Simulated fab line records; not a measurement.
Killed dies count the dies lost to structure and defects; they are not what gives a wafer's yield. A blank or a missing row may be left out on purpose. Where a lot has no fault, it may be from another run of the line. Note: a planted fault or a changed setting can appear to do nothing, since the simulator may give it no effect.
Which tool did it? | flow berkeley cmos170 | 14 lots, 42 wafers sampled, at 5 steps of a route of 331

## WHAT THE GAUGES READ, wafer by wafer
UCB170_START_BOW_MEAS_00.
lot  | measured    | on            | INCOMING_BOW (um)
L670 | day 1 15:01 | film metro-03 | -8 6 5
L671 | day 1 20:02 | film metro-04 | 13 -7 3
L672 | day 2 01:00 | film metro-04 | 0 9 -2
L673 | day 2 06:01 | film metro-02 | 1 3 4
L675 | day 2 16:00 | film metro-04 | -4 -3 -3
L676 | day 2 21:01 | film metro-04 | -6 -11 -2
L677 | day 3 02:02 | film metro-02 | 3 0 5
L678 | day 3 07:00 | film metro-03 | 2 1 16
L681 | day 3 22:01 | film metro-04 | -2 -6 -3
L682 | day 4 03:00 | film metro-04 | 11 -5 8
L683 | day 4 08:00 | film metro-02 | -4 4 -15
L686 | day 4 23:00 | film metro-04 | 1 8 -7
L687 | day 5 04:00 | film metro-03 | 10 5 5
L692 | day 6 05:00 | film metro-03 | -8 4 -9

UCB170_ACTIVE_CD_MEAS_13: target cd 1200 nm.
lot  | measured    | on        | cd nm (nm)
L670 | day 5 16:59 | cd sem-02 | 1197.4 1198.6 1199.4
L671 | day 5 06:13 | cd sem-01 | 1202.3 1201.4 1202.3
L672 | day 5 17:11 | cd sem-01 | 1200.7 1200.2 1199.5
L673 | day 5 17:11 | cd sem-02 | 1201.5 1200.7 1200.1
L675 | day 6 01:29 | cd sem-02 | 1201.5 1198.7 1198.6
L676 | day 6 08:07 | cd sem-02 | 1198.3 1198.5 1197.6
L677 | day 6 08:25 | cd sem-02 | 1198.7 1198.6 1199.4
L678 | day 6 18:59 | cd sem-02 | 1200.9 1199.9 1200.2
L681 | day 7 02:11 | cd sem-01 | 1197.4 1198.4 1197.9
L682 | day 7 01:34 | cd sem-02 | 1199.1 1200.1 1198.9
L683 | day 8 03:16 | cd sem-02 | 1198.5 1199.1 1199.7
L686 | day 8 07:58 | cd sem-01 | 1198.7 1200.1 1200.1
L687 | day 8 14:26 | cd sem-01 | 1197.7 1199.0 1198.5
L692 | day 9 22:44 | cd sem-02 | 1200.2 1200.7 1201.4

UCB170_V2_THK_MEAS_01.
lot  | measured     | on            | V2_TEOS_THK (nm)
L670 | day 9 13:44  | film metro-02 | 1979 1954 2088
L671 | day 9 02:35  | film metro-04 | 1958 2010 1994
L672 | day 9 15:07  | film metro-04 | 1938 1962 1994
L673 | day 9 12:08  | film metro-04 | 1970 1979 2010
L675 | day 9 22:47  | film metro-01 | 2013 1967 1991
L676 | day 9 23:05  | film metro-04 | 1960 1983 1988
L677 | day 10 07:08 | film metro-04 | 1981 1971 1983
L678 | day 10 12:56 | film metro-04 | 1967 2008 1994
L681 | day 11 04:12 | film metro-04 | 1955 2050 1982
L682 | day 11 04:37 | film metro-04 | 2019 1979 1966
L683 | day 12 03:14 | film metro-01 | 1855 1900 1863 1858 1899 1862
L686 | day 12 23:29 | film metro-01 | 1804 1821 1834 1805 1819 1833
L687 | day 12 23:44 | film metro-04 | 1993 2055 2067
L692 | day 14 20:59 | film metro-02 | 1948 1966 1990

UCB170_M3_BOW_MEAS_20.
lot  | measured     | on            | M3_BOW (um)
L670 | day 9 20:55  | film metro-04 | 28 42 42
L671 | day 9 07:46  | film metro-02 | 47 27 37
L672 | day 9 22:18  | film metro-03 | 35 43 33
L673 | day 9 17:38  | film metro-02 | 38 40 41
L675 | day 10 04:51 | film metro-02 | 34 34 35
L676 | day 10 05:14 | film metro-03 | 25 22 30
L677 | day 10 14:08 | film metro-03 | 34 31 36
L678 | day 10 17:40 | film metro-04 | 43 41 57
L681 | day 11 11:34 | film metro-03 | 34 30 34
L682 | day 11 11:52 | film metro-02 | 46 31 43
L683 | day 12 09:11 | film metro-04 | 36 44 23
L686 | day 13 08:17 | film metro-04 | 36 43 28
L687 | day 13 06:35 | film metro-04 | 43 38 36
L692 | day 15 02:49 | film metro-02 | 32 45 30

## TOOL THAT RAN EACH LOT (tool first, then ch and the chambers of the sampled wafers, then the start)
lot  | UCB170_V2_CVD_00
L670 | pecvd-02 ch 0,1,2, day 9 13:35
L671 | pecvd-01 ch 0,1,2, day 9 02:24
L672 | pecvd-01 ch 0,2, day 9 14:58
L673 | pecvd-01 ch 0,2, day 9 11:58
L675 | pecvd-01 ch 0,1,2, day 9 22:38
L676 | pecvd-02 ch 1,2, day 9 22:55
L677 | pecvd-03 ch 0,1,2, day 10 06:58
L678 | pecvd-01 ch 0,1, day 10 12:47
L681 | pecvd-02 ch 0,1,2, day 11 04:02
L682 | pecvd-01 ch 0,1,2, day 11 04:28
L683 | pecvd-01 ch 1,2, day 12 03:05
L686 | pecvd-01 ch 0,1,2, day 12 23:20
L687 | pecvd-02 ch 0,2, day 12 23:34
L692 | pecvd-03 ch 0,1, day 14 20:50
- UCB170_V2_CVD_00: deposits SiO2 from TEOS/O2, target thk 2000 nm, time 250 s.

## AS READ BY THE TOOLS THEMSELVES (means over the sampled wafers that have a number; for cases with no such wafer, the mark the record gives instead)
UCB170_V2_CVD_00.
lot  | tool     | heater power w (W)
L670 | pecvd-02 | 231
L671 | pecvd-01 | 231
L672 | pecvd-01 | 306
L673 | pecvd-01 | 352
L675 | pecvd-01 | 308
L676 | pecvd-02 | 251
L677 | pecvd-03 | 298
L678 | pecvd-01 | 338
L681 | pecvd-02 | 215
L682 | pecvd-01 | 291
L683 | pecvd-01 | 241
L686 | pecvd-01 | 266
L687 | pecvd-02 | 241
L692 | pecvd-03 | 308

## THE ANSWER, worked out from the rows above alone
Rule: the usual values come from the lots themselves. Put in order of their means at a reading, lots are off if they are a third of the lots or fewer, leave a main group of 4 or more, and stand apart from it by a gap of 3 or more times the standard deviation of the main group's means; of several such gaps the widest counts. If all means in a main group match to the digits the tables above print for the reading, that group is not used. Also off: a lot with no number at a reading for which 4 or more lots have one. Any other lot the step has rows for is counted as sound. The gauges are gone through in route order, then the tools' own readings, and for those a lot's mean is taken as printed above. The first step at which some lot is off is used, and at that step the reading that is off furthest; a lot without a number counts as furthest.
Off: L683, L686, at UCB170_V2_THK_MEAS_01 (V2_TEOS_THK). The main group has a mean of 1989 nm with a standard deviation of 18.
If a tool, at a process step before that reading, ran all the lots that are off and no sound lot after the first of them, it fits. The gauges at UCB170_V2_THK_MEAS_01 are tried like those tools. This does not decide it: 2 tools fit, namely pecvd-01 at UCB170_V2_CVD_00 and film metro-01 at UCB170_V2_THK_MEAS_01.

## WHAT WAS PUT IN BY THE SIMULATOR
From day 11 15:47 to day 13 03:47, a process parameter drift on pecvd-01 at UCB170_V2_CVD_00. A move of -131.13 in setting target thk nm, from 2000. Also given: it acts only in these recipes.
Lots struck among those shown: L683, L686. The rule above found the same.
